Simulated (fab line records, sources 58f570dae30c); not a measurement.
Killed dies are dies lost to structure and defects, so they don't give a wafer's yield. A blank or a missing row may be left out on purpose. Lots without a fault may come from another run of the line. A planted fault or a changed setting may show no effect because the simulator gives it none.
fab line records | flow berkeley_cmos170
record lots=5 wafers=23
route steps=331 shown START@3 NWELL@28 PWELL@39 ACTIVE@62 SCREENOX@101 NVT@111 GATE@135
start_h: hours from the record's first day to the start of the lot's first wafer shown | wait_h: hours since the lot's step before | " the same as in the row above | L1.1+2: a row that stands for several wafers | - no value, or no start given | * or withheld: withheld | < > ~ a bound
route shown NAME@n: a module of which the file shows steps, and the number in the route of the first | usual: mean/standard deviation of fault-free wafers | same: alike in all rows | chamber/n: place in a boat | sites: the reading at each site | _std_site: their standard deviation | _edge_site: outer sites' mean less inner sites' | radius_mm: how far each site lies from the wafer's centre | mask NAME#n: copy n | behind: the tool/chamber that last shaped the wafer | hold: why the lot was held/for how many hours/how that ended | device: the transistor (n, p or np) that didn't switch | end of line: the same wafers' tests at the end of the route | a step without rows: its recipe alone | killed: dies lost to structure and defects at the first sort, not the wafer's yield | map: a wafer's dies, x killed, . not, _ none there
set.NAME: the setting as run; set.NAME@STEP: as run at that earlier step | model.NAME: the simulator's own value behind a step, which no gauge read
lots whose settings were changed on purpose; a table a step, a row a wafer
## steps
# step UCB170_START_OXIDATION_02
# recipe temp_c=950 ambient=O2 target_thk_a=200 ox_time_s=1800
# columns lot.wafer tool chamber start_h wait_h set.temp_c model.SiO2_of_START_OXIDATION_02.thk_nm
L076.1 furnace-01 0 22.70 2.6 950 20.81
L076.2 " 0 " " 950 21.04
L076.6 " 0 " " 950 20.62
L077.1 - - - 1.3 975.8 25.65
L077.3 " - " " 975.8 25.47
L077.4 " - " " 975.8 25.14
L077.5 " - " " 975.8 25.15
L077.6 " - " " 975.8 25.26
L078.1 - - - 3.3 973.7 24.45
L078.3 " - " " 973.7 24.73
L078.4 " - " " 973.7 24.37
L078.5 " - " " 973.7 24.78
L078.6 " - " " 973.7 24.79
L080.1 - - - 3.5 935.2 16.89
L080.2 " - " " 935.2 16.64
L080.4 " - " " 935.2 17.13
L080.5 " - " " 935.2 17.33
L080.6 " - " " 935.2 17.08
L085.1 - - - 2.2 950 19.38
L085.2 " - " " 950 19.74
L085.3 " - " " 950 19.63
L085.4 " - " " 950 19.67
L085.6 " - " " 950 19.68
# step UCB170_START_THK_MEAS_03
# recipe reads=SiO2_of_START_OXIDATION_02
# usual START_OXIDE_THK=20.1/0.4
# columns lot.wafer tool chamber start_h wait_h set.temp_c@START_OXIDATION_02 START_OXIDE_THK[nm]
L076.1 film_metro-04 - 24.20 0.0 950 20.8
L076.2 " - " " 950 21.1
L076.6 " - " " 950 20.6
L077.1 film_metro-04 - - - 975.8 25.6
L077.3 " - " " 975.8 25.5
L077.4 " - " " 975.8 25.2
L077.5 " - " " 975.8 25.2
L077.6 " - " " 975.8 25.2
L078.1 film_metro-02 - - - 973.7 24.4
L078.3 " - " " 973.7 24.8
L078.4 " - " " 973.7 24.4
L078.5 " - " " 973.7 24.8
L078.6 " - " " 973.7 24.8
L080.1 film_metro-02 - - - 935.2 16.8
L080.2 " - " " 935.2 16.6
L080.4 " - " " 935.2 17.1
L080.5 " - " " 935.2 17.4
L080.6 " - " " 935.2 17.1
L085.1 film_metro-02 - - - 950 19.3
L085.2 " - " " 950 19.7
L085.3 " - " " 950 19.6
L085.4 " - " " 950 19.7
L085.6 " - " " 950 19.7
# step UCB170_NWELL_IMPLANT_14
# recipe species=P dose_cm2=1e+13 energy_kev=150 tilt_deg=7
# columns lot.wafer tool chamber start_h wait_h set.energy_kev model.implant.rp_nm model.implant.drp_nm
L076.1+2+6 implanter-01 0 41.56 0.1 150 186.6 62.72
L077.1+6 implanter-04 0 49.60 0.1 146.7 186.1 61.65
L077.3+4+5 " 0 " " 150 190.4 62.72
L078.1+4+6 implanter-04 0 55.44 0.1 158.6 198.2 65.39
L078.3+5 " 0 " " 150 187.1 62.72
L080.1+2 implanter-04 0 61.88 0.1 155.7 202.7 64.51
L080.4+5+6 " 0 " " 150 195 62.72
L085.1+3+4 implanter-03 0 88.91 0.1 150 184.1 62.72
L085.2+6 " 0 " " 155.3 190.9 64.38
# step UCB170_PWELL_CVD_05
# recipe material=Si3N4 target_thk_nm=220 temp_c=800 precursor=SiH2Cl2/NH3 time_s=3300 pressure_mtorr=200 sih2cl2_flow_sccm=25 nh3_flow_sccm=75
# columns lot.wafer tool chamber start_h wait_h set.sih2cl2_flow_sccm model.Si3N4_of_PWELL_CVD_05.thk_nm
L076.1 lpcvd-02 1 57.10 0.0 25 218.4
L076.2 " 1 " " 25 218.7
L076.6 " 1 " " 25 219.8
L077.1 - - - 0.0 23.11 214
L077.3 " - " " 23.11 215.3
L077.4 " - " " 23.11 214.4
L077.5 " - " " 23.11 214.8
L077.6 " - " " 23.11 216.5
L078.1 - - - 0.0 25 218.9
L078.3 " - " " 25 220.5
L078.4 " - " " 25 221.2
L078.5 " - " " 25 218
L078.6 " - " " 25 220.3
L080.1+5 - - - 0.0 26.21 221.6
L080.2 " - " " 26.21 220.8
L080.4 " - " " 26.21 222.6
L080.6 " - " " 26.21 221.1
L085.1 - - - 0.8 22.8 212.1
L085.2 " - " " 22.8 210.6
L085.3 " - " " 22.8 211.3
L085.4 " - " " 22.8 212.5
L085.6 " - " " 22.8 212.4
# step UCB170_PWELL_HMDS_07
# recipe prime_time_s=60 prime_temp_c=100
# step UCB170_PWELL_DEVELOP_12
# recipe developer=TMAH develop_time_s=45 resist=KrF dev_temp_c=21
# step UCB170_PWELL_ETCH_14
# recipe chemistry=CH3F/Ar/O2 target=Si3N4 stop_on=SiO2 CH3F_flow_sccm=20 Ar_flow_sccm=50 O2_flow_sccm=7 pressure_mtorr=50 rf_w=450 target_depth_a=2420 over_etch_frac=0.1 time_s=151
# columns lot.wafer tool chamber start_h wait_h set.sih2cl2_flow_sccm@PWELL_CVD_05 model.etch.depth_nm
L076.1 rie_diel-01 0 60.18 0.0 25 218.4
L076.2 " 2 " " 25 218.7
L076.6 " 3 " " 25 219.8
L077.1+4+6 rie_diel-01 0,3,2 64.84 0.0 23.11 -
L077.3 " 3 " " 23.11 215.3
L077.5 " 0 " " 23.11 214.8
L078.1 rie_diel-01 3 71.27 0.0 25 218.9
L078.3+4+5 " 1,0,1 " " 25 -
L078.6 " 0 " " 25 220.3
L080.1+5 rie_diel-04 2,1 79.57 0.0 26.21 221.6
L080.2 " 1 " " 26.21 220.8
L080.4 " 0 " " 26.21 222.6
L080.6 " 0 " " 26.21 221.1
L085.1 rie_diel-01 0 111.99 0.0 22.8 212.1
L085.2 " 1 " " 22.8 210.6
L085.3 " 2 " " 22.8 211.3
L085.4 " 3 " " 22.8 212.5
L085.6 " 0 " " 22.8 212.4
# step UCB170_PWELL_IMPLANT_15
# recipe species=B dose_cm2=5e+12 energy_kev=60 tilt_deg=7
# columns lot.wafer tool chamber start_h wait_h set.dose_cm2
L076.1+2+6 implanter-03 0 60.28 0.1 5e+12
L077.1+3+6 implanter-04 0 64.94 0.1 4.817e+12
L077.4+5 " 0 " " 5e+12
L078.1+3+4 implanter-03 0 71.37 0.1 5.352e+12
L078.5+6 " 0 " " 5e+12
L080.1+2+4+5+6 implanter-02 0 79.67 0.1 5e+12
L085.1+2+3+4+6 implanter-03 0 112.09 0.1 5e+12
# step UCB170_PWELL_STRIP_16
# recipe chemistry=O2 power_w=400 pressure_mtorr=3500 platen_temp_c=withheld o2_flow_sccm=400 overash_fraction=0.5
# step UCB170_PWELL_TW_MEAS_17
# usual PWELL_TW=381/3
# columns lot.wafer tool chamber start_h wait_h set.dose_cm2@PWELL_IMPLANT_15 PWELL_TW
L076.1 film_metro-02 - 60.53 0.1 5e+12 378
L076.2 " - " " 5e+12 376
L076.6 " - " " 5e+12 374
L077.1 film_metro-03 - 65.19 0.1 4.817e+12 378
L077.3 " - " " 4.817e+12 379
L077.4 " - " " 5e+12 387
L077.5 " - " " 5e+12 383
L077.6 " - " " 4.817e+12 379
L078.1 film_metro-01 - 71.62 0.1 5.352e+12 388
L078.3 " - " " 5.352e+12 386
L078.4 " - " " 5.352e+12 388
L078.5 " - " " 5e+12 378
L078.6 " - " " 5e+12 380
L080.1 film_metro-01 - 79.92 0.1 5e+12 380
L080.2 " - " " 5e+12 379
L080.4 " - " " 5e+12 381
L080.5 " - " " 5e+12 379
L080.6 " - " " 5e+12 383
L085.1 film_metro-03 - 112.34 0.1 5e+12 382
L085.2 " - " " 5e+12 382
L085.3 " - " " 5e+12 383
L085.4 " - " " 5e+12 383
L085.6 " - " " 5e+12 384
# step UCB170_ACTIVE_OXIDATION_02
# recipe temp_c=1000 ambient=O2 target_thk_a=264 ox_time_s=1260
# columns lot.wafer tool chamber start_h wait_h set.ox_time_s model.SiO2_of_ACTIVE_OXIDATION_02.thk_nm
L076.1 furnace-03 0 82.59 5.6 1260 26.29
L076.2 " 0 " " 1260 26.31
L076.6 " 0 " " 1260 26.73
L077.1 - - - 2.1 1078 24.21
L077.3 " - " " 1078 24.07
L077.4 " - " " 1078 24.04
L077.5 " - " " 1078 24.06
L077.6 " - " " 1078 24.25
L078.1 - - - 0.0 1134 25.02
L078.3 " - " " 1134 24.76
L078.4 " - " " 1134 25.17
L078.5 " - " " 1134 24.75
L078.6 " - " " 1134 25.11
L080.1 - - - 1.9 1260 25.57
L080.2 " - " " 1260 25.46
L080.4 " - " " 1260 25.7
L080.5 " - " " 1260 25.76
L080.6 " - " " 1260 25.75
L085.1 - - - 2.3 1143 24.8
L085.2 " - " " 1143 24.9
L085.3 " - " " 1143 24.97
L085.4 " - " " 1143 24.76
L085.6 " - " " 1143 24.54
# step UCB170_ACTIVE_EXPOSE_10
# recipe mask_id=ACTIVE target_cd_nm=1200 na=0.5 sigma_outer=0.6 source_shape=conventional dose_mj=20
# columns lot.wafer tool chamber start_h wait_h mask set.dose_mj
L076.1+2+6 krf_scanner-01 0 91.99 0.1 ACTIVE#0 20
L077.1+3+4+5+6 krf_scanner-02 0 92.27 0.2 ACTIVE#0 20
L078.1+3+6 krf_scanner-02 0 103.96 0.2 ACTIVE#0 18.72
L078.4+5 " 0 " " ACTIVE#0 20
L080.1+5 krf_scanner-02 0 110.03 0.1 ACTIVE#0 20
L080.2+4+6 " 0 " " ACTIVE#0 20.46
L085.1+2 krf_scanner-02 0 142.19 0.2 ACTIVE#0 19.39
L085.3+4+6 " 0 " " ACTIVE#0 20
# step UCB170_ACTIVE_PEB_11
# recipe peb_temp_c=130 peb_time_s=withheld resist=KrF
# step UCB170_ACTIVE_DEVELOP_12
# recipe developer=TMAH develop_time_s=45 resist=KrF dev_temp_c=21
# step UCB170_ACTIVE_CD_MEAS_13
# recipe target_cd_nm=1200
# usual cd_nm=1199.4/1.7
# columns lot.wafer tool chamber start_h wait_h set.dose_mj@ACTIVE_EXPOSE_10 cd_nm
L076.1 cd_sem-02 - 92.38 - 20 1197.6
L076.2 " - " " 20 1198.0
L076.6 " - " " 20 1198.2
L077.1 cd_sem-01 - 92.66 - 20 1197.4
L077.3 " - " " 20 1198.4
L077.4 " - " " 20 1199.0
L077.5 " - " " 20 1198.1
L077.6 " - " " 20 1199.8
L078.1 cd_sem-02 - 104.57 - 18.72 1213.6
L078.3 " - " " 18.72 1213.3
L078.4 " - " " 20 1201.8
L078.5 " - " " 20 1202.4
L078.6 " - " " 18.72 1213.2
L080.1 cd_sem-02 - 110.42 - 20 1196.4
L080.2 " - " " 20.46 1192.7
L080.4 " - " " 20.46 1192.0
L080.5 " - " " 20 1197.2
L080.6 " - " " 20.46 1191.7
L085.1 cd_sem-02 - 142.58 - 19.39 1203.1
L085.2 " - " " 19.39 1203.8
L085.3 " - " " 20 1198.8
L085.4 " - " " 20 1199.9
L085.6 " - " " 20 1199.6
# step UCB170_ACTIVE_ETCH_15
# recipe chemistry=CH3F/Ar/O2 target=Si3N4 stop_on=SiO2 CH3F_flow_sccm=20 Ar_flow_sccm=50 O2_flow_sccm=7 pressure_mtorr=50 rf_w=450 target_depth_a=2420 over_etch_frac=0.1 time_s=151
# columns lot.wafer tool chamber start_h wait_h set.dose_mj@ACTIVE_EXPOSE_10 model.ACTIVE.cd_nm
L076.1+6 rie_diel-03 1,0 92.54 0.0 20 1198
L076.2 " 2 " " 20 -
L077.1+3+5 rie_diel-02 0,3,0 92.82 0.0 20 1198
L077.4+6 " 3,2 " " 20 1199
L078.1+3+6 rie_diel-03 1,0,1 104.73 0.0 18.72 1213
L078.4 " 2 " " 20 1202
L078.5 " 2 " " 20 1203
L080.1 rie_diel-01 3 110.58 0.0 20 1197
L080.2 " 0 " " 20.46 1193
L080.4 " 1 " " 20.46 1192
L080.5 " 3 " " 20 1198
L080.6 " 2 " " 20.46 1191
L085.1+2 rie_diel-01 3,0 142.74 0.0 19.39 1204
L085.3+6 " 2,0 " " 20 1199
L085.4 " 1 " " 20 -
# step UCB170_ACTIVE_STRIP_16
# recipe chemistry=O2 power_w=400 pressure_mtorr=3500 platen_temp_c=withheld o2_flow_sccm=400 overash_fraction=0.5
# step UCB170_ACTIVE_CD_MEAS_90
# recipe target_cd_nm=1200
# usual cd_nm=1199.4/1.7
# columns lot.wafer tool chamber start_h wait_h set.dose_mj@ACTIVE_EXPOSE_10 cd_nm
L076.1 cd_sem-02 - 92.74 0.1 20 1198.1
L076.2 " - " " 20 1198.3
L076.6 " - " " 20 1198.2
L077.1 cd_sem-01 - 93.02 0.1 20 1197.8
L077.3 " - " " 20 1198.6
L077.4 " - " " 20 1198.8
L077.5 " - " " 20 1197.5
L077.6 " - " " 20 1199.3
L078.1 cd_sem-02 - 104.97 0.1 18.72 1213.5
L078.3 " - " " 18.72 1213.1
L078.4 " - " " 20 1201.4
L078.5 " - " " 20 1202.7
L078.6 " - " " 18.72 1213.3
L080.1 cd_sem-01 - 110.78 0.1 20 1197.0
L080.2 " - " " 20.46 1192.7
L080.4 " - " " 20.46 1192.0
L080.5 " - " " 20 1197.5
L080.6 " - " " 20.46 1191.4
L085.1 cd_sem-02 - 142.94 0.1 19.39 1203.5
L085.2 " - " " 19.39 1203.7
L085.3 " - " " 20 1198.4
L085.4 " - " " 20 1200.0
L085.6 " - " " 20 1199.2
# step UCB170_SCREENOX_OXIDATION_01
# recipe temp_c=900 ambient=O2 target_thk_a=144 ox_time_s=2400
# columns lot.wafer tool chamber start_h wait_h set.temp_c model.SiO2_of_SCREENOX_OXIDATION_01.thk_nm
L076.1 furnace-01 0 112.05 0.9 900 14.32
L076.2 " 0 " " 900 14.5
L076.6 " 0 " " 900 14.45
L077.1 - - - 0.9 883.9 11.99
L077.3 " - " " 883.9 11.95
L077.4 " - " " 883.9 11.83
L077.5 " - " " 883.9 11.94
L077.6 " - " " 883.9 11.75
L078.1 - - - 2.0 922.2 18.16
L078.3 " - " " 922.2 17.91
L078.4 " - " " 922.2 17.92
L078.5 " - " " 922.2 17.99
L078.6 " - " " 922.2 17.97
L080.1 - - - 2.9 925.7 18.26
L080.2 " - " " 925.7 18.18
L080.4 " - " " 925.7 18.41
L080.5 " - " " 925.7 18.14
L080.6 " - " " 925.7 18.37
L085.1 - - - 1.8 900 14.03
L085.2 " - " " 900 14.19
L085.3 " - " " 900 14.31
L085.4 " - " " 900 14.08
L085.6 " - " " 900 14.36
# step UCB170_SCREENOX_THK_MEAS_02
# recipe reads=SiO2_of_SCREENOX_OXIDATION_01
# usual SCREENOX_OXIDE_THK=14.3/0.31
# columns lot.wafer tool chamber start_h wait_h set.temp_c@SCREENOX_OXIDATION_01 SCREENOX_OXIDE_THK[nm]
L076.1 film_metro-04 - 113.72 0.0 900 14.4
L076.2 " - " " 900 14.5
L076.6 " - " " 900 14.4
L077.1 film_metro-01 - - - 883.9 12.0
L077.3 " - " " 883.9 11.9
L077.4 " - " " 883.9 11.8
L077.5 " - " " 883.9 11.9
L077.6 " - " " 883.9 11.8
L078.1 film_metro-02 - - - 922.2 18.2
L078.3 " - " " 922.2 17.9
L078.4 " - " " 922.2 17.9
L078.5 " - " " 922.2 18.0
L078.6 " - " " 922.2 18.0
L080.1 film_metro-04 - - - 925.7 18.2
L080.2 " - " " 925.7 18.2
L080.4 " - " " 925.7 18.4
L080.5 " - " " 925.7 18.2
L080.6 " - " " 925.7 18.4
L085.1 film_metro-04 - - - 900 14.0
L085.2 " - " " 900 14.2
L085.3 " - " " 900 14.2
L085.4 " - " " 900 14.1
L085.6 " - " " 900 14.3
# step UCB170_NVT_IMPLANT_07
# recipe species=BF2 dose_cm2=3e+12 energy_kev=50 tilt_deg=7
# columns lot.wafer tool chamber start_h wait_h set.energy_kev model.implant.rp_nm model.implant.drp_nm
L077.1+5+6 implanter-01 0 116.65 0.0 50 37.51 18.57
L077.3+4 " 0 " " 49.11 36.85 18.33
L076.1+2+6 implanter-03 0 116.73 0.0 50 35.88 18.57
L078.1+6 implanter-01 0 131.72 0.0 50 37.91 18.57
L078.3+4+5 " 0 " " 47.23 35.83 17.83
L080.1+2+6 implanter-02 0 139.58 0.0 50 36.05 18.57
L080.4+5 " 0 " " 51.42 37.07 18.95
L085.1+4 implanter-02 0 171.65 0.0 47.49 36.59 17.9
L085.2+3+6 " 0 " " 50 38.5 18.57
# step UCB170_GATE_EXPOSE_09
# recipe mask_id=POLY target_cd_nm=350 na=0.5 sigma_outer=0.6 source_shape=conventional dose_mj=21
# columns lot.wafer tool chamber start_h wait_h mask set.dose_mj
L077.1+4+5 krf_scanner-02 0 130.04 - POLY#0 22.17
L077.3+6 " 0 " " POLY#0 21
L076.1+2+6 krf_scanner-02 0 130.16 - POLY#0 21
L078.1+5+6 krf_scanner-02 0 141.82 - POLY#0 22.33
L078.3+4 " 0 " " POLY#0 21
L080.1+4+6 krf_scanner-01 0 155.34 - POLY#0 21
L080.2+5 " 0 " " POLY#0 22.31
L085.1+6 krf_scanner-01 0 181.57 - POLY#0 21
L085.2+3+4 " 0 " " POLY#0 19.95
# step UCB170_GATE_PEB_10
# recipe peb_temp_c=130 peb_time_s=withheld resist=KrF
# step UCB170_GATE_DEVELOP_11
# recipe developer=TMAH develop_time_s=45 resist=KrF dev_temp_c=21
# step UCB170_GATE_CD_MEAS_12
# recipe target_cd_nm=350
# usual cd_nm=349.6/1.1
# columns lot.wafer tool chamber start_h wait_h set.dose_mj@GATE_EXPOSE_09 cd_nm
L077.1 cd_sem-01 - 130.43 - 22.17 339.5
L077.3 " - " " 21 347.8
L077.4 " - " " 22.17 338.7
L077.5 " - " " 22.17 339.5
L077.6 " - " " 21 348.1
L076.1 cd_sem-02 - 130.72 - 21 350.8
L076.2 " - " " 21 349.2
L076.6 " - " " 21 349.8
L078.1 cd_sem-02 - 142.31 - 22.33 337.2
L078.3 " - " " 21 348.6
L078.4 " - " " 21 349.8
L078.5 " - " " 22.33 339.6
L078.6 " - " " 22.33 338.2
L080.1 cd_sem-02 - 156.04 - 21 348.6
L080.2 " - " " 22.31 338.0
L080.4 " - " " 21 348.7
L080.5 " - " " 22.31 339.3
L080.6 " - " " 21 348.5
L085.1 cd_sem-02 - 182.05 - 21 349.1
L085.2 " - " " 19.95 357.8
L085.3 " - " " 19.95 357.7
L085.4 " - " " 19.95 357.9
L085.6 " - " " 21 348.3
# step UCB170_GATE_ETCH_14
# recipe chemistry=N2/H2 target_depth_a=withheld overetch_a=withheld target=BARC time_s=withheld source_w=500 bias_w=100 pressure_mtorr=30 n2_flow_sccm=100 h2_flow_sccm=200
# step UCB170_GATE_ETCH_15
# recipe chemistry=HBr/Cl2 target=poly-Si stop_on=SiO2 over_etch_frac=0.3 icp_w=300 bias_w=150 time_s=56.3 pressure_mtorr=15 HBr_flow_sccm=150 Cl2_flow_sccm=50 target_depth_a=2782
# columns lot.wafer tool chamber start_h wait_h set.dose_mj@GATE_EXPOSE_09 model.GATE.cd_nm
L077.1 rie_si-02 2 130.63 - 22.17 339.5
L077.3 " 3 " " 21 348.4
L077.4 " 2 " " 22.17 339.7
L077.5 " 0 " " 22.17 339.6
L077.6 " 3 " " 21 348
L076.1+2 rie_si-01 0,2 130.91 - 21 350
L076.6 " 0 " " 21 348.9
L078.1 rie_si-01 3 142.51 - 22.33 338
L078.3 " 1 " " 21 348.1
L078.4 " 2 " " 21 348.8
L078.5 " 2 " " 22.33 339.8
L078.6 " 1 " " 22.33 339
L080.1 rie_si-02 1 156.24 - 21 349.6
L080.2 " 0 " " 22.31 337.9
L080.4+6 " 3,0 " " 21 347.9
L080.5 " 3 " " 22.31 339.2
L085.1 rie_si-02 0 182.25 - 21 349.4
L085.2 " 3 " " 19.95 357.9
L085.3 " 2 " " 19.95 357.1
L085.4 " 1 " " 19.95 356.6
L085.6 " 2 " " 21 347.6
# step UCB170_GATE_STRIP_16
# recipe chemistry=O2 power_w=400 pressure_mtorr=3500 platen_temp_c=withheld o2_flow_sccm=400 overash_fraction=0.5
# step UCB170_GATE_CD_MEAS_90
# recipe target_cd_nm=350
# usual cd_nm=349.5/1.3
# columns lot.wafer tool chamber start_h wait_h set.dose_mj@GATE_EXPOSE_09 cd_nm
L077.1 cd_sem-01 - 130.78 0.1 22.17 339.6
L077.3 " - " " 21 348.3
L077.4 " - " " 22.17 339.5
L077.5 " - " " 22.17 339.8
L077.6 " - " " 21 347.8
L076.1 cd_sem-02 - 131.06 0.1 21 350.1
L076.2 " - " " 21 350.2
L076.6 " - " " 21 348.8
L078.1 cd_sem-01 - 142.66 0.1 22.33 337.7
L078.3 " - " " 21 347.8
L078.4 " - " " 21 348.7
L078.5 " - " " 22.33 339.8
L078.6 " - " " 22.33 339.3
L080.1 cd_sem-01 - 156.56 0.2 21 349.7
L080.2 " - " " 22.31 338.2
L080.4 " - " " 21 348.1
L080.5 " - " " 22.31 339.6
L080.6 " - " " 21 348.1
L085.1 cd_sem-01 - 182.41 0.1 21 349.2
L085.2 " - " " 19.95 358.0
L085.3 " - " " 19.95 356.9
L085.4 " - " " 19.95 356.9
L085.6 " - " " 21 347.7
## key
split step=UCB170_START_OXIDATION_02 setting=temp_c stated=950 by=lot
response step=UCB170_START_OXIDATION_02 reading=model.SiO2_of_START_OXIDATION_02.thk_nm change=+1.91 per=1% r=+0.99
response step=UCB170_START_THK_MEAS_03 reading=START_OXIDE_THK change=+1.91 per=1% r=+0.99
split step=UCB170_NWELL_IMPLANT_14 setting=energy_kev stated=150 by=wafer
response step=UCB170_NWELL_IMPLANT_14 reading=model.implant.rp_nm change=+1.96 per=1% r=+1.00
response step=UCB170_NWELL_IMPLANT_14 reading=model.implant.drp_nm change=+0.469 per=1% r=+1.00
split step=UCB170_PWELL_CVD_05 setting=sih2cl2_flow_sccm stated=25 by=lot
response step=UCB170_PWELL_CVD_05 reading=model.Si3N4_of_PWELL_CVD_05.thk_nm change=+0.668 per=1% r=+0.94
response step=UCB170_PWELL_ETCH_14 reading=model.etch.depth_nm change=+0.689 per=1% r=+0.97
split step=UCB170_PWELL_IMPLANT_15 setting=dose_cm2 stated=5e+12 by=wafer
response step=UCB170_PWELL_TW_MEAS_17 reading=PWELL_TW change=+1.26 per=1% r=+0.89
split step=UCB170_ACTIVE_OXIDATION_02 setting=ox_time_s stated=1260 by=lot
response step=UCB170_ACTIVE_OXIDATION_02 reading=model.SiO2_of_ACTIVE_OXIDATION_02.thk_nm change=+0.121 per=1% r=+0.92
split step=UCB170_ACTIVE_EXPOSE_10 setting=dose_mj stated=20 by=wafer
response step=UCB170_ACTIVE_CD_MEAS_13 reading=cd_nm change=-1.71 per=1% r=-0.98
response step=UCB170_ACTIVE_ETCH_15 reading=model.ACTIVE.cd_nm change=-1.77 per=1% r=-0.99
response step=UCB170_ACTIVE_CD_MEAS_90 reading=cd_nm change=-1.75 per=1% r=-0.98
split step=UCB170_SCREENOX_OXIDATION_01 setting=temp_c stated=900 by=lot
response step=UCB170_SCREENOX_OXIDATION_01 reading=model.SiO2_of_SCREENOX_OXIDATION_01.thk_nm change=+1.41 per=1% r=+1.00
response step=UCB170_SCREENOX_THK_MEAS_02 reading=SCREENOX_OXIDE_THK change=+1.41 per=1% r=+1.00
split step=UCB170_NVT_IMPLANT_07 setting=energy_kev stated=50 by=wafer
response step=UCB170_NVT_IMPLANT_07 reading=model.implant.rp_nm change=+0.375 per=1% r=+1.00
response step=UCB170_NVT_IMPLANT_07 reading=model.implant.drp_nm change=+0.134 per=1% r=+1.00
split step=UCB170_GATE_EXPOSE_09 setting=dose_mj stated=21 by=wafer
response step=UCB170_GATE_CD_MEAS_12 reading=cd_nm change=-1.67 per=1% r=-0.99
response step=UCB170_GATE_ETCH_15 reading=model.GATE.cd_nm change=-1.58 per=1% r=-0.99
response step=UCB170_GATE_CD_MEAS_90 reading=cd_nm change=-1.56 per=1% r=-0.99
